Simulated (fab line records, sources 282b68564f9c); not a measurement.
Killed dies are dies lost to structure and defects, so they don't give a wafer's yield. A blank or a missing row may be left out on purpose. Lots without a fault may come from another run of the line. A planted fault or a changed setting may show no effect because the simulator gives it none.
One fault seen from 2 desks | flow rit_cmos | each desk has only its own numbers; what lay behind them comes last

THE METROLOGY DESK
What the gauges read, lot by lot, whatever tool the lot ran on: means of the sampled wafers that have a number. A lot is out of limits, marked OUT, if its mean lies more than 4 standard deviations from the usual mean; the brackets give that distance.
Columns: A = NWELL_TW at RIT_NWELL_TW_MEAS_10, usual 2143; B = NWELL_RS at RIT_WELLDRIVE_RS_MEAS_01, usual 279.7 ohm/sq
lot  | first seen here | A              | B
L192 | day 1 21:58     | 2146           | 279.5
L194 | day 2 08:40     | 2149           | 280.6
L195 | day 2 11:49     | 2148           | 279.9
L196 | day 2 17:31     | 2141           | 279.6
L198 | day 3 02:49     | 2159           | 278.6
L201 | day 3 17:55     | 2152           | 279.0
L202 | day 3 22:55     | 2126           | 279.5
L204 | day 4 10:18     | 1987 (-13) OUT | 283.0 (+4.4) OUT
L205 | day 4 15:17     | 2147           | 280.1
L206 | day 4 18:49     | 2144           | 278.8
L209 | day 5 12:15     | 1977 (-14) OUT | 282.2
L211 | day 5 20:21     | 2128           | 281.1
L213 | day 6 06:00     | 2142           | 279.6
L215 | day 6 17:09     | 2138           | 280.6
This desk's finding: out of limits on L204, L209; first on L204, day 4 10:18 (NWELL_TW at RIT_NWELL_TW_MEAS_10). In limits: L192, L194, L195, L196, L198, L201, L202, L205, L206, L211, L213, L215.

THE TOOL OWNER'S DESK: implanter-02
The tool's own readings at RIT_NWELL_IMPLANT_08: means of the sampled wafers that have a number, for each lot that ran on this tool. A lot is out of limits, marked OUT, if its mean lies more than 4 standard deviations from the usual mean; the brackets give that distance.
Columns: A = beam_energy_keV at RIT_NWELL_IMPLANT_08, usual 170.01; B = dose_ions_cm2 at RIT_NWELL_IMPLANT_08, usual 4.876e+13
lot  | first seen here | A                        | B
L192 | day 1 21:40     | 170.08                   | 4.872e+13
L201 | day 3 17:36     | 170.08                   | 4.877e+13
L202 | day 3 22:36     | 170.01                   | 4.878e+13
L204 | day 4 09:59     | 118.97 (-99 or more) OUT | 4.864e+13
L209 | day 5 11:56     | 119.05 (-99 or more) OUT | 4.880e+13
This desk's finding: out of limits on L204, L209; first on L204, day 4 09:59 (beam_energy_keV at RIT_NWELL_IMPLANT_08). In limits: L192, L201, L202.

PUT TOGETHER
The tool owner's desk could have raised an alarm at day 4 09:59, on L204, L209.
The metrology desk could have raised an alarm at day 4 10:18, on L204, L209.
Of the lots named, all ran RIT_NWELL_IMPLANT_08 on implanter-02.

WHAT THE SIMULATOR HAD PUT IN
Process parameter drift: implanter-02, from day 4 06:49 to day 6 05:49, at RIT_NWELL_IMPLANT_08. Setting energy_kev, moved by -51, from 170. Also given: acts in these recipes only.
Lots struck among those shown: L204, L209.
Hours from the fault's start to each desk's first reading out of limits: the tool owner's desk, 3; the metrology desk, 3.
